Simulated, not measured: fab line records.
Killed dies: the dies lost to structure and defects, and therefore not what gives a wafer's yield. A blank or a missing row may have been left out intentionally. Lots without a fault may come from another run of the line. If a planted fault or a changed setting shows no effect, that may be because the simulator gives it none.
fab line records | flow rit-cmos
[record] lots = 14 | wafers = 42 | last-day = 7
route steps=202 shown SDANNEAL@153 M1@202
lots with no fault: from the same line, run without faults
start-h: hours from the record's first day to the start of the lot's first wafer shown | wait-h: time in hours since the lot's previous step | " identical to the entry in the row above | L1.1+2: a single row standing in for several wafers | - either no value or no given start | * or withheld: withheld | < > ~ a bound
route shown NAME@n: NAME is a module with steps in the file, n the number in the route of the first one | usual: average and standard deviation across the fault-free wafers | same: alike in all rows | chamber/n: place in a boat | sites: per-site readings | _std_site: their standard deviation | _edge_site: mean of outer sites minus mean of inner sites | radius-mm: how far each site lies from the wafer's centre | mask NAME#n: copy n | behind: the tool/chamber that last shaped the wafer | hold: why the lot went on hold/how many hours it stayed there/how the hold came to an end | device: names the non-switching transistor (n, p or np) | end of line: at the end of the route, the tests of the same wafers | a step without rows: its recipe alone | killed: at the first sort, the dies lost to defects and structure; wafer yield is something else | map: per-die view of a wafer (x killed, . not killed, _ where there is no die)
set.NAME: setting as actually run; set.NAME@STEP: the setting as run at that earlier step | model.NAME: the simulator's own value behind a step, which no gauge read
a sample of lots followed through the steps of the route, with each step as a table and each wafer as a row
services: when a tool's chamber went out of use (start-h, in hours from the record's first day, below 0 if earlier), for how many hours, and the reason
[[steps]]
[step RIT_SDANNEAL_CLEAN_00]
[recipe] chemistry = SC1 | mix = 3:3:50 | time-s = 600 | temp-c = 75
[same] time-s = 600
lot.wafer  | tool         | chamber | start-h | wait-h
L103.1+2+5 | wet-bench-04 | 3       | 48.80   | 0.1
L104.2+5+6 | wet-bench-04 | 0       | 55.23   | 0.0
L105.1+4+5 | wet-bench-01 | 0       | 63.35   | 0.1
L107.2+5+6 | wet-bench-02 | 3       | 69.85   | 0.0
L108.1+2+4 | wet-bench-02 | 1       | 74.84   | 0.1
L109.3+4+6 | wet-bench-02 | 2       | 81.10   | 0.0
L110.1+2+5 | wet-bench-04 | 3       | 89.38   | 0.1
L111.2+5+6 | wet-bench-02 | 2       | 91.00   | 0.0
L114.1+4+6 | wet-bench-02 | 1       | 105.87  | 0.1
L115.1+2+4 | wet-bench-04 | 3       | 113.22  | 0.1
L121.1+2+6 | wet-bench-01 | 0       | 144.30  | 0.1
L123.1+2+3 | wet-bench-04 | 2       | 153.72  | 0.1
L124.4+5+6 | wet-bench-01 | 0       | 156.69  | 0.0
L126.1+5+6 | wet-bench-04 | 1       | 165.94  | 0.1
[step RIT_M1_PROBE_99]
[usual] killed_at_M0_to_M3 = 0.1/0.34 | killed-at-contacts = 0.1/0.26 | killed-at-front-end = 7/3.1 | killed-dies = 7/3.1 | killed-on-rim = 1.9/1.5 | killed-open = 3.5/1.9 | killed-short = 3.4/2.1
[same] gross-dies = 264 | killed_at_M4_up = 0 | killed-at-back-side = 0 | killed-at-other = 0
lot.wafer | tool      | chamber | start-h | wait-h | killed_at_M0_to_M3 | killed-at-contacts | killed-at-front-end | killed-dies | killed-on-rim | killed-open | killed-short
L111.2    | prober-02 | -       | 100.40  | 0.1    | 0                  | 0                  | 42                  | 42          | 14            | 8           | 7
L111.5    | prober-02 | -       | 100.55  | 0.2    | 0                  | 0                  | 40                  | 40          | 12            | 4           | 5
L111.6    | prober-02 | -       | 100.60  | 0.2    | 0                  | 0                  | 42                  | 42          | 12            | 4           | 7
L114.1    | prober-01 | -       | 114.86  | 0.1    | 0                  | 0                  | 28                  | 28          | 10            | 6           | 3
L114.4    | prober-01 | -       | 115.01  | 0.2    | 0                  | 0                  | 28                  | 28          | 12            | 5           | 5
L114.6    | prober-01 | -       | 115.11  | 0.2    | 0                  | 0                  | 19                  | 19          | 11            | 0           | 2
L121.1    | prober-02 | -       | 152.57  | 0.1    | 0                  | 0                  | 9                   | 9           | 2             | 4           | 5
L121.2    | prober-02 | -       | 152.62  | 0.1    | 0                  | 0                  | 6                   | 6           | 1             | 3           | 3
L121.6    | prober-02 | -       | 152.82  | 0.2    | 0                  | 0                  | 5                   | 5           | 3             | 4           | 1
L126.1    | prober-01 | -       | 174.25  | 0.1    | 0                  | 0                  | 5                   | 5           | 2             | 3           | 2
L126.5    | prober-01 | -       | 174.45  | 0.2    | 0                  | 0                  | 6                   | 6           | 2             | 3           | 3
L126.6    | prober-01 | -       | 174.50  | 0.2    | 0                  | 0                  | 7                   | 7           | 0             | 4           | 3
// killed by level:class
L111.2 SDANNEAL:unspecified=27 GATE:geometric-particle:open=5 GATE:geometric-particle:short=5 SILICIDE:geometric-particle:open=2 FOX2:geometric-particle:short=1 REOX:geometric-particle:open=1 REOX:geometric-particle:short=1
L111.5 SDANNEAL:unspecified=31 GATE:geometric-particle:short=3 GATE:geometric-particle:open=2 REOX:geometric-particle:open=2 SPACER:geometric-particle:short=1 SILICIDE:geometric-particle:short=1
L111.6 SDANNEAL:unspecified=31 FOX1:geometric-particle:short=2 SILICIDE:geometric-particle:short=2 GATE:geometric-particle:open=2 REOX:geometric-particle:open=2 SPACER:geometric-particle:short=2 GATE:geometric-particle:short=1
L114.1 SDANNEAL:unspecified=19 REOX:geometric-particle:open=3 FOX1:geometric-particle:open=1 GATE:geometric-particle:short=1 GATE:geometric-particle:open=1 REOX:geometric-particle:short=1 SPACER:geometric-particle:open=1 SILICIDE:geometric-particle:short=1
L114.4 SDANNEAL:unspecified=18 REOX:geometric-particle:open=2 REOX:geometric-particle:short=2 FOX1:geometric-particle:short=1 FOX1:geometric-particle:open=1 GATE:geometric-particle:short=1 SPACER:geometric-particle:open=1 SILICIDE:geometric-particle:short=1
L114.6 SDANNEAL:unspecified=17 GATE:geometric-particle:short=1 REOX:geometric-particle:short=1
L121.1 FOX1:geometric-particle:short=1 FOX2:geometric-particle:short=1 FOX2:geometric-particle:open=1 GATE:geometric-particle:open=1 REOX:geometric-particle:open=1 REOX:geometric-particle:short=1 SPACER:geometric-particle:short=1 SPACER:geometric-particle:open=1
L121.2 GATE:geometric-particle:short=2 FOX2:geometric-particle:open=1 FOX2:geometric-particle:short=1 GATE:geometric-particle:open=1 SPACER:geometric-particle:open=1
L121.6 FOX1:geometric-particle:open=1 GATE:geometric-particle:open=1 REOX:geometric-particle:open=1 SPACER:geometric-particle:short=1 SILICIDE:geometric-particle:open=1
L126.1 GATE:geometric-particle:short=2 GATE:geometric-particle:open=2 SPACER:geometric-particle:open=1
L126.5 FOX1:geometric-particle:short=1 FOX1:geometric-particle:open=1 FOX2:geometric-particle:short=1 GATE:geometric-particle:open=1 SPACER:geometric-particle:open=1 SILICIDE:geometric-particle:short=1
L126.6 FOX1:geometric-particle:open=2 FOX1:geometric-particle:short=1 GATE:geometric-particle:short=1 REOX:geometric-particle:open=1 REOX:geometric-particle:short=1 SILICIDE:geometric-particle:open=1
[[services]]
tool         | chamber | start-h | hours | kind
wet-bench-01 | -       | 74.24   | 1.2   | repair
[[key]]
[first-sign] step = RIT_M1_PROBE_99 | reading = killed-at-front-end | direction = up | sigmas = 8.6 | usual = 7 | struck = 33
[effect] step = RIT_M1_PROBE_99 | reading = killed-dies | direction = up | sigmas = 8.5 | usual = 7 | struck = 33
met-at RIT_SDANNEAL_CLEAN_00
struck-lots L111,L114
tester-left-out L111,L114
onset-between 81.10 91.00
[fault] kind = chamber-particle-source | tool = wet-bench-02 | chamber = - | onset-h = 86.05 | steps = RIT_SDANNEAL_CLEAN_00 | rate-per-visit-cm2 = 1.9943 | end-h = 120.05
// tester-left-out: of these lots the tester's yield and bins aren't shown, on N5 and GAA mostly nor the transistor test; their killed dies are dies lost to structure and defects alone, not to doping, threshold or leakage, so they don't give the yield
